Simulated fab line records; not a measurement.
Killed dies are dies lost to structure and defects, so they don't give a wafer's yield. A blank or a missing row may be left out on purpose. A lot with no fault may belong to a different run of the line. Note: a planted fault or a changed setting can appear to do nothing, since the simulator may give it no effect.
fab line records    flow rit-cmos
record lots=14  wafers=42  last-day=7
route steps=202 shown ACTIVE@5 PWELL@41 M1@202
lots that met no fault: from a run of the same line without faults
start-h: hours from the record's opening day to when the first of the lot's shown wafers began    wait-h: hours from the lot's prior step to this one    " the same as in the row above    L1.1+2: a row that stands for several wafers    - no value present, or no start provided    * or withheld: withheld    < > ~ a bound
route shown NAME@n: names a module that has steps shown in the file, with the first one's number in the route    usual: mean/standard deviation taken from wafers without a fault    same: alike in all rows    chamber/n: place in a boat    sites: readings site by site    _std_site: how widely they spread, as a standard deviation    _edge_site: outer sites' mean less inner sites'    radius-mm: for every site, how far away it sits from the centre of the wafer    mask NAME#n: copy n    behind: the most recent tool/chamber to have shaped the wafer    hold: reason for holding the lot/hours on hold/outcome of the hold    device: whichever transistor did not switch (one of n, p or np)    end of line: the route-end tests of the same wafers    step lacking rows: just its recipe    killed: at the first sort, the dies lost to defects and structure; wafer yield is something else    map: a wafer's dies, marking killed ones x, the rest . and places with no die _
set.NAME: setting as actually run; set.NAME@STEP: the setting as run at that earlier step    model.NAME: the simulator's own value behind a step, which no gauge read
the route's steps for a sample of lots (tables are steps, rows are wafers)
services: from which hour (start-h, from the record's first day; less than 0 if before it) a tool's chamber was out of use, for how many hours, and why
## steps
# step RIT_ACTIVE_THK_MEAS_04
# recipe reads=Si3N4_of_ACTIVE_CVD_03
# usual ACTIVE_NITRIDE_THK=150.4/1.9
lot.wafer  tool           chamber  start-h  wait-h  ACTIVE_NITRIDE_THK[nm]
L419.2     film-metro-03  -        13.54    0.0     148.4
L419.4     "              -        "        "       149.5
L419.6     "              -        "        "       148.8
L420.2     film-metro-03  -        21.31    0.0     150.7
L420.3     "              -        "        "       150.6
L420.5     "              -        "        "       151.7
L421.1     film-metro-03  -        24.31    0.0     148.8
L421.3     "              -        "        "       148.6
L421.4     "              -        "        "       148.0
L422.1     film-metro-03  -        28.53    0.0     149.2
L422.3     "              -        "        "       148.8
L422.5     "              -        "        "       150.8
L423.2     film-metro-03  -        33.54    0.0     151.9
L423.4     "              -        "        "       151.9
L423.5     "              -        "        "       150.3
L425.1     film-metro-02  -        43.97    0.0     150.2
L425.4     "              -        "        "       149.9
L425.6     "              -        "        "       150.4
L426.1     film-metro-04  -        48.53    0.0     151.0
L426.4     "              -        "        "       151.1
L426.6     "              -        "        "       150.2
L427.2     film-metro-02  -        53.54    0.0     151.5
L427.3     "              -        "        "       150.8
L427.5     "              -        "        "       151.3
L430.1     film-metro-02  -        68.53    0.0     151.1
L430.2     "              -        "        "       150.9
L430.6     "              -        "        "       151.0
L432.3     film-metro-04  -        78.55    0.0     152.9
L432.4     "              -        "        "       151.2
L432.6     "              -        "        "       152.3
L435.1     film-metro-04  -        93.74    0.0     151.9
L435.5     "              -        "        "       151.1
L435.6     "              -        "        "       150.7
L437.2     film-metro-04  -        103.54   0.0     148.5
L437.3     "              -        "        "       149.0
L437.4     "              -        "        "       147.7
L439.4     film-metro-02  -        113.56   0.0     151.2
L439.5     "              -        "        "       151.4
L439.6     "              -        "        "       152.7
L442.1     film-metro-04  -        128.53   0.0     153.2
L442.3     "              -        "        "       153.4
L442.5     "              -        "        "       152.3
# step RIT_ACTIVE_COAT_06
# recipe resist=NOVOLAK  spin-rpm=3250  resist-thk-nm=1000
# usual chill-plate-temp-C=22.99/0.12  spin-speed-rpm=3250.2/2
lot.wafer  tool            chamber  start-h  wait-h  chill-plate-temp-C  spin-speed-rpm
L419.2     litho-track-03  0        13.77    0.1     23.31               3252.2
L419.4     "               0        "        "       23.33               3247.0
L419.6     "               0        "        "       23.25               3252.6
L420.2     litho-track-04  0        21.54    0.1     22.86               3247.2
L420.3     "               0        "        "       23.00               3250.0
L420.5     "               0        "        "       23.20               3252.3
L421.1     litho-track-01  0        24.52    0.1     23.09               3250.6
L421.3     "               0        "        "       23.01               3249.9
L421.4     "               0        "        "       23.08               3250.9
L422.1     litho-track-03  0        28.74    0.1     23.05               3252.1
L422.3     "               0        "        "       22.92               3251.2
L422.5     "               0        "        "       22.90               3250.7
L423.2     litho-track-04  0        33.77    0.1     22.88               3249.6
L423.4     "               0        "        "       22.91               3251.0
L423.5     "               0        "        "       23.06               3250.9
L425.1     litho-track-01  0        44.19    0.1     22.93               3253.7
L425.4     "               0        "        "       23.07               3253.0
L425.6     "               0        "        "       23.18               3251.2
L426.1     litho-track-01  0        48.74    0.1     23.06               3246.9
L426.4     "               0        "        "       22.98               3246.3
L426.6     "               0        "        "       23.03               3251.1
L427.2     litho-track-01  0        53.77    0.1     22.82               3251.3
L427.3     "               0        "        "       22.90               3249.7
L427.5     "               0        "        "       22.93               3248.2
L430.1     litho-track-01  0        68.74    0.1     22.92               3249.5
L430.2     "               0        "        "       22.94               3249.1
L430.6     "               0        "        "       22.83               3248.9
L432.3     litho-track-04  0        78.79    0.1     22.98               3244.9
L432.4     "               0        "        "       22.97               3248.2
L432.6     "               0        "        "       22.92               3250.0
L435.1     litho-track-03  0        93.95    0.1     23.05               3249.2
L435.5     "               0        "        "       22.86               3251.1
L435.6     "               0        "        "       22.91               3246.2
L437.2     litho-track-04  0        103.77   0.1     22.90               3250.1
L437.3     "               0        "        "       22.93               3251.0
L437.4     "               0        "        "       23.09               3251.8
L439.4     litho-track-04  0        113.82   0.1     22.63               3245.6
L439.5     "               0        "        "       22.94               3247.1
L439.6     "               0        "        "       22.81               3250.3
L442.1     litho-track-04  0        128.74   0.1     22.92               3250.3
L442.3     "               0        "        "       22.78               3249.3
L442.5     "               0        "        "       22.94               3251.2
# step RIT_ACTIVE_CD_MEAS_11
# recipe target-cd-nm=1400
# usual cd-nm=1400.2/2.4
lot.wafer  tool       chamber  start-h  wait-h  hold                      cd-nm
L419.2     cd-sem-01  -        14.68    -       -                         1398.9
L419.4     "          -        "        "       -                         1398.8
L419.6     "          -        "        "       -                         1397.8
L420.2     cd-sem-01  -        22.36    -       -                         1397.6
L420.3     "          -        "        "       -                         1397.5
L420.5     "          -        "        "       -                         1399.0
L421.1     cd-sem-01  -        25.35    -       -                         1400.2
L421.3     "          -        "        "       -                         1400.7
L421.4     "          -        "        "       -                         1402.6
L422.1     cd-sem-02  -        29.57    -       -                         1403.9
L422.3     "          -        "        "       -                         1397.8
L422.5     "          -        "        "       -                         1402.5
L423.2     cd-sem-01  -        34.46    -       -                         1401.0
L423.4     "          -        "        "       -                         1399.9
L423.5     "          -        "        "       -                         1399.8
L425.1     cd-sem-02  -        44.89    -       -                         1399.6
L425.4     "          -        "        "       -                         1399.0
L425.6     "          -        "        "       -                         1398.3
L426.1     cd-sem-01  -        49.44    -       -                         1403.0
L426.4     "          -        "        "       -                         1402.3
L426.6     "          -        "        "       -                         1404.4
L427.2     cd-sem-02  -        54.58    -       -                         1405.8
L427.3     "          -        "        "       -                         1406.7
L427.5     "          -        "        "       -                         1408.4
L430.1     cd-sem-02  -        69.44    -       await-dispo/0.2h/release  1409.6
L430.2     "          -        "        "       await-dispo/0.2h/release  1408.2
L430.6     "          -        "        "       await-dispo/0.2h/release  1409.0
L430.1     cd-sem-02  -        69.73    0.3     -                         1409.4
L430.2     "          -        "        "       -                         1407.5
L430.6     "          -        "        "       -                         1408.8
L432.3     cd-sem-02  -        79.60    -       -                         1396.7
L432.4     "          -        "        "       -                         1395.0
L432.6     "          -        "        "       -                         1397.2
L435.1     cd-sem-01  -        94.65    -       -                         1401.5
L435.5     "          -        "        "       -                         1401.5
L435.6     "          -        "        "       -                         1399.9
L437.2     cd-sem-01  -        104.60   -       -                         1400.3
L437.3     "          -        "        "       -                         1399.6
L437.4     "          -        "        "       -                         1400.4
L439.4     cd-sem-02  -        114.63   -       -                         1401.3
L439.5     "          -        "        "       -                         1402.5
L439.6     "          -        "        "       -                         1401.0
L442.1     cd-sem-02  -        129.44   -       -                         1403.9
L442.3     "          -        "        "       -                         1403.4
L442.5     "          -        "        "       -                         1403.7
# step RIT_ACTIVE_STRIP_14
# recipe chemistry=O2  time-s=180  resist=NOVOLAK  platen-temp-c=withheld  power-w=500  pressure-mtorr=4000  o2-flow-sccm=4000
# usual drypump-motor-current-A=5.6/0.37
lot.wafer  tool             chamber  start-h  wait-h  drypump-motor-current-A  rf-hours-counter-h
L419.2     plasma-asher-02  1        15.06    0.1     5.7                      24
L419.4     "                0        "        "       6.0                      -
L419.6     "                1        "        "       5.7                      -
L420.2     plasma-asher-04  0        22.74    0.1     5.7                      38
L420.3     "                1        "        "       5.0                      -
L420.5     "                0        "        "       5.7                      -
L421.1     plasma-asher-03  1        25.75    0.1     5.5                      37
L421.3     "                1        "        "       5.5                      -
L421.4     "                0        "        "       6.1                      -
L422.1     plasma-asher-04  1        29.97    0.1     4.9                      38
L422.3     "                0        "        "       5.7                      -
L422.5     "                0        "        "       5.7                      -
L423.2     plasma-asher-03  1        34.84    0.1     5.5                      38
L423.4     "                0        "        "       6.1                      -
L423.5     "                1        "        "       5.5                      -
L425.1     plasma-asher-03  0        45.29    0.1     6.1                      39
L425.4     "                0        "        "       6.1                      -
L425.6     "                1        "        "       5.5                      -
L426.1     plasma-asher-02  1        49.84    0.1     5.8                      27
L426.4     "                1        "        "       5.8                      -
L426.6     "                0        "        "       6.0                      -
L427.2     plasma-asher-02  1        54.97    0.1     5.8                      28
L427.3     "                0        "        "       5.9                      -
L427.5     "                0        "        "       5.9                      -
L430.1     plasma-asher-04  0        75.35    0.1     5.7                      43
L430.2     "                1        "        "       4.9                      43
L430.6     "                1        "        "       4.9                      -
L432.3     plasma-asher-04  1        80.03    0.1     4.9                      -
L432.4     "                0        "        "       5.7                      -
L432.6     "                1        "        "       4.9                      -
L435.1     plasma-asher-04  1        95.05    0.1     4.9                      45
L435.5     "                0        "        "       5.7                      -
L435.6     "                1        "        "       4.9                      -
L437.2     plasma-asher-02  1        104.98   0.1     5.8                      33
L437.3     "                1        "        "       5.8                      -
L437.4     "                0        "        "       6.0                      -
L439.4     plasma-asher-04  0        115.04   0.1     5.7                      -
L439.5     "                1        "        "       4.9                      -
L439.6     "                0        "        "       5.7                      -
L442.1     plasma-asher-02  1        129.91   0.1     5.8                      36
L442.3     "                1        "        "       5.8                      -
L442.5     "                1        "        "       5.8                      -
# step RIT_PWELL_SOFTBAKE_02
# recipe resist=NOVOLAK  temp-c=90  time-s=61.64
# usual chill-plate-temp-C=22.98/0.12  plate-sensor-t-centre-C=90.968/0.01  plate-sensor-t-edge-C=91.021/0.011
lot.wafer  tool            chamber  start-h  wait-h  chill-plate-temp-C  plate-sensor-t-centre-C  plate-sensor-t-edge-C
L419.2     litho-track-03  0        21.59    0.1     22.80               90.968                   91.027
L419.4     "               0        "        "       23.05               90.975                   91.022
L419.6     "               0        "        "       22.77               90.979                   91.011
L420.2     litho-track-02  0        29.32    0.1     22.93               90.955                   91.021
L420.3     "               0        "        "       22.91               90.970                   91.029
L420.5     "               0        "        "       22.88               90.970                   91.033
L421.1     litho-track-02  0        32.09    0.1     23.04               90.961                   91.039
L421.3     "               0        "        "       23.02               90.974                   91.014
L421.4     "               0        "        "       23.07               90.985                   91.029
L422.1     litho-track-02  0        36.66    0.1     23.04               90.983                   91.012
L422.3     "               0        "        "       23.05               90.967                   91.028
L422.5     "               0        "        "       23.00               90.966                   91.036
L423.2     litho-track-02  0        41.27    0.1     22.82               90.964                   91.001
L423.4     "               0        "        "       22.73               90.957                   91.006
L423.5     "               0        "        "       23.02               90.973                   91.009
L425.1     litho-track-01  0        52.74    0.1     22.70               90.962                   91.021
L425.4     "               0        "        "       22.82               90.957                   91.003
L425.6     "               0        "        "       22.92               90.968                   91.008
L426.1     litho-track-03  0        56.52    0.1     23.29               90.956                   91.027
L426.4     "               0        "        "       23.14               90.949                   91.031
L426.6     "               0        "        "       23.13               90.957                   91.000
L427.2     litho-track-02  0        61.27    0.1     22.83               90.978                   91.017
L427.3     "               0        "        "       22.82               90.949                   91.009
L427.5     "               0        "        "       22.99               90.961                   91.014
L430.1     litho-track-02  0        86.91    0.1     23.04               90.976                   91.006
L430.2     "               0        "        "       23.24               90.966                   91.025
L430.6     "               0        "        "       23.01               90.975                   90.996
L432.3     litho-track-02  0        87.34    0.1     23.10               90.939                   91.015
L432.4     "               0        "        "       23.06               90.967                   91.011
L432.6     "               0        "        "       23.10               90.973                   91.019
L435.1     litho-track-02  0        102.00   0.1     23.01               90.980                   91.016
L435.5     "               0        "        "       23.08               90.974                   91.043
L435.6     "               0        "        "       23.06               90.976                   91.023
L437.2     litho-track-03  0        112.45   0.1     23.20               90.967                   91.014
L437.3     "               0        "        "       23.11               90.972                   91.001
L437.4     "               0        "        "       23.06               90.976                   91.034
L439.4     litho-track-03  0        122.74   0.1     23.24               90.950                   91.034
L439.5     "               0        "        "       22.98               90.955                   91.038
L439.6     "               0        "        "       22.92               90.955                   91.018
L442.1     litho-track-02  0        136.25   0.1     23.04               90.962                   91.005
L442.3     "               0        "        "       22.99               90.966                   90.997
L442.5     "               0        "        "       22.79               90.980                   91.033
# step RIT_M1_PROBE_99
# usual killed_at_M0_to_M3=0.0/0.18  killed-at-contacts=0.1/0.27  killed-at-front-end=6.6/3  killed-dies=7/3  killed-open=3.3/2  killed-short=3.4/2
# same gross-dies=264  killed_at_M4_up=0  killed-at-back-side=0  killed-at-other=0
lot.wafer  tool       chamber  start-h  wait-h  killed_at_M0_to_M3  killed-at-contacts  killed-at-front-end  killed-dies  killed-open  killed-short
L430.1     prober-02  -        128.10   0.1     0                   0                   8                    8            5            3
L430.2     prober-02  -        128.15   0.1     0                   0                   8                    8            2            6
L430.6     prober-02  -        128.35   0.2     0                   0                   9                    9            7            2
# killed by level:class
L430.1 FOX2:geometric-particle:open=2 FOX1:geometric-particle:short=1 GATE:geometric-particle:open=1 REOX:geometric-particle:open=1 REOX:geometric-particle:short=1 SPACER:geometric-particle:open=1 SPACER:geometric-particle:short=1
L430.2 SPACER:geometric-particle:short=3 GATE:geometric-particle:short=2 GATE:geometric-particle:open=1 SPACER:geometric-particle:open=1 SILICIDE:geometric-particle:short=1
L430.6 GATE:geometric-particle:open=3 FOX1:geometric-particle:open=2 FOX2:geometric-particle:short=1 REOX:geometric-particle:open=1 SPACER:geometric-particle:short=1 SPACER:geometric-particle:open=1
## services
tool             chamber  start-h  hours  kind
plasma-asher-03  0        117.75   -      clean
plasma-asher-03  1        117.75   -      clean
## key
first-sign step=RIT_ACTIVE_CD_MEAS_11  reading=visit  direction=added
effect step=RIT_ACTIVE_CD_MEAS_11  reading=cd-nm  direction=up  sigmas=3.2  usual=1400.2  struck=1408.0
met-at RIT_ACTIVE_COAT_06
struck-lots L427,L430
tester-left-out L427,L430
not-acting-at RIT_ACTIVE_THK_MEAS_04,RIT_ACTIVE_STRIP_14,RIT_PWELL_SOFTBAKE_02
onset-between 48.74 53.77
fault kind=process-parameter-drift  tool=litho-track-01  chamber=-  onset-h=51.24  steps=RIT_ACTIVE_COAT_06  channel=resist-thk-nm  offset=60.257  shape=step  end-h=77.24  acts-in=these-recipes-only  stated=1000
# tester-left-out: of these lots the tester's yield and bins aren't shown, on N5 and GAA mostly nor the transistor test; their killed dies are dies lost to structure and defects alone, not to doping, threshold or leakage, so they don't give the yield
